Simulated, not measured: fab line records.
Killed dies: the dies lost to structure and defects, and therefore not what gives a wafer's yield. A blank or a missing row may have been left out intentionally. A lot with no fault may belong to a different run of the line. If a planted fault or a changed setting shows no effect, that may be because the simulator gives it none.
A lot that was struck, set against a sound lot + flow berkeley_cmos170 + 44 out of 331 route steps
Sound: the wafers L925.3, L925.5, L925.6. The struck wafers were L941.1, L941.2, L941.4. The cause comes at the end.
Order at every step that has rows: each side's tool, ch and its chambers, its first start. Under that, the readings that differ: sound wafers + struck wafers + difference of the means + sigmas: that difference in standard deviations of wafers without a fault.
alike: a reading whose means differ by less than 2 such deviations, as well as words and numbers matching on both sides. not compared: withheld readings; readings where some wafer has no value; bounds like >300 that might hide an equal value; numbers whose values overlap and for which the record gives no deviation.
The two part at a step that has a row with sigmas, a row that says differs or no value, or rows on one side only. Numbers that have no deviation but don't overlap get no sigmas and don't part them. A reading missing from all wafers of one side parts the sides only when that side holds two or more wafers.

UCB170_GATE_ETCH_15: etches poly-Si in HBr/Cl2, stops on SiO2, time 56.3 s, target depth 278.2 nm.
  sound on rie_si-02 ch 1,2,3, day 7 03:58; struck on rie_si-02 ch 0,1,2, day 10 18:15
  alike: drypump_motor_current_A, oes_product_au, throttle_valve_pct
  not compared: rf_hours_counter_h
UCB170_GATE_STRIP_16: strips in O2.
  sound on plasma_asher-01 ch 0,1, day 7 04:02; struck on plasma_asher-04 ch 0,1, day 10 18:18
  alike: drypump_motor_current_A, o2_flow_sccm, oes_product_au
  not compared: rf_hours_counter_h
UCB170_GATE_CD_MEAS_90 targets a cd of 350 nm.
  sound: cd_sem-01 at day 7 04:09; struck: cd_sem-02 at day 10 18:24
  alike: cd_nm
then, 7 steps without rows for these wafers: UCB170_GATE_CLEAN_17 (cleans in SPM, time 600 s); UCB170_PLDD_HMDS_00 (prime time 60 s); UCB170_PLDD_COAT_01 (resist thk 900 nm); UCB170_PLDD_SOFTBAKE_02 (time 60 s); UCB170_PLDD_EXPOSE_03 (exposes mask PSELECT, target cd 1200 nm); UCB170_PLDD_PEB_04; UCB170_PLDD_DEVELOP_05 (develop time 45 s).
UCB170_PLDD_CD_MEAS_06 targets a cd of 1200 nm.
  sound: cd_sem-02 at day 7 05:22; struck: cd_sem-02 at day 10 20:10
  alike: cd_nm
UCB170_PLDD_OVL_MEAS_07:
  sound: overlay-01 at day 7 05:28; struck: overlay-01 at day 10 20:17
  alike: PLDD_OVL
UCB170_PLDD_IMPLANT_08:
  sound on implanter-02 ch 0, day 7 05:32; struck on implanter-02 ch 0, day 10 20:20
| reading                   | sound             | struck            | difference | sigmas |
|---------------------------|-------------------|-------------------|------------|--------|
| implant_ion_amu           | 49 49 49          | 11 11 11          | -38        |        |
| model.implant.rp_nm (nm)  | 10.13 10.13 10.13 | 33.37 33.37 33.37 | +23.24     |        |
| model.implant.drp_nm (nm) | 6.005 6.005 6.005 | 17.11 17.11 17.11 | +11.11     |        |
after that, 1 step had no rows for these wafers: UCB170_PLDD_IMPLANT_09.
UCB170_PLDD_STRIP_10: strips in O2.
  sound on plasma_asher-04 ch 0,1, day 7 05:49; struck on plasma_asher-04 ch 0,1, day 10 20:38
  alike: drypump_motor_current_A, o2_flow_sccm, oes_product_au, strip_time_to_endpoint_s
  not compared: rf_hours_counter_h
UCB170_PLDD_TW_MEAS_11:
  sound: film_metro-03 at day 7 05:55; struck: film_metro-01 at day 10 20:44
| reading | sound       | struck      | difference | sigmas |
|---------|-------------|-------------|------------|--------|
| PLDD_TW | 994 996 998 | 871 868 876 | -124       | -11    |
then, 7 steps without rows for these wafers: UCB170_PLDD_CLEAN_12 (cleans in SPM, time 600 s); UCB170_NLDD_HMDS_00 (prime time 60 s); UCB170_NLDD_COAT_01 (resist thk 900 nm); UCB170_NLDD_SOFTBAKE_02 (time 60 s); UCB170_NLDD_EXPOSE_03 (exposes mask NSELECT, target cd 1200 nm); UCB170_NLDD_PEB_04; UCB170_NLDD_DEVELOP_05 (develop time 45 s).
UCB170_NLDD_CD_MEAS_06 targets a cd of 1200 nm.
  sound: cd_sem-01 at day 7 07:09; struck: cd_sem-02 at day 10 22:19
  alike: cd_nm
UCB170_NLDD_OVL_MEAS_07:
  sound: overlay-02 at day 7 07:14; struck: overlay-01 at day 10 22:26
  alike: NLDD_OVL
then, 2 steps without rows for these wafers: UCB170_NLDD_IMPLANT_08; UCB170_NLDD_IMPLANT_09.
UCB170_NLDD_STRIP_10: strips in O2.
  sound on plasma_asher-02 ch 0,1, day 7 07:35; struck on plasma_asher-03 ch 0,1, day 10 22:47
  alike: drypump_motor_current_A, o2_flow_sccm, oes_product_au, strip_time_to_endpoint_s
  not compared: rf_hours_counter_h
UCB170_NLDD_TW_MEAS_11:
  sound: film_metro-03 at day 7 07:41; struck: film_metro-03 at day 10 22:53
  alike: NLDD_TW
then, 1 step without rows for these wafers: UCB170_NLDD_CLEAN_12 (cleans in SPM, time 600 s).
UCB170_SPACER_CVD_00: deposits SiO2 from TEOS/O2, target thk 376 nm, time 47 s.
  sound on pecvd-01 ch 0,2, day 7 07:58; struck on pecvd-02 ch 0,1, day 10 23:07
  alike: heater_power_w
UCB170_SPACER_THK_MEAS_01:
  sound: film_metro-02 at day 7 08:02; struck: film_metro-02 at day 10 23:10
  alike: SPACER_TEOS_THK
then, 8 steps without rows for these wafers: UCB170_SPACER_ANNEAL_02 (time 1800 s); UCB170_SPACER_ETCHBACK_03 (etches SiO2 in CHF3/CF4/Ar, stops on Si, target depth 376 nm, time 100 s); UCB170_PSD_HMDS_00 (prime time 60 s); UCB170_PSD_COAT_01 (resist thk 900 nm); UCB170_PSD_SOFTBAKE_02 (time 60 s); UCB170_PSD_EXPOSE_03 (exposes mask PSELECT MOD, target cd 1200 nm); UCB170_PSD_PEB_04; UCB170_PSD_DEVELOP_05 (develop time 45 s).
UCB170_PSD_CD_MEAS_06 targets a cd of 1200 nm.
  sound: cd_sem-01 at day 7 15:28; struck: cd_sem-01 at day 11 08:00
  alike: cd_nm
UCB170_PSD_OVL_MEAS_07:
  sound: overlay-02 at day 7 15:33; struck: overlay-02 at day 11 08:07
  alike: PSD_OVL
UCB170_SDANNEAL_RS_MEAS_04: uses a four-point probe to measure.
  sound: film_metro-01 at day 7 21:29; struck: film_metro-01 at day 11 13:58
| reading          | sound                | struck            | difference | sigmas |
|------------------|----------------------|-------------------|------------|--------|
| PLDD_RS (ohm/sq) | 1032.0 1030.7 1033.9 | 930.8 928.8 931.2 | -101.9     | -39    |
after that, 1 step had no rows for these wafers: UCB170_M3_PROBE_99.

WHERE THEY PART
First at UCB170_PLDD_TW_MEAS_11; last, within this record, at UCB170_SDANNEAL_RS_MEAS_04.

WHY: what had been put in by the simulator
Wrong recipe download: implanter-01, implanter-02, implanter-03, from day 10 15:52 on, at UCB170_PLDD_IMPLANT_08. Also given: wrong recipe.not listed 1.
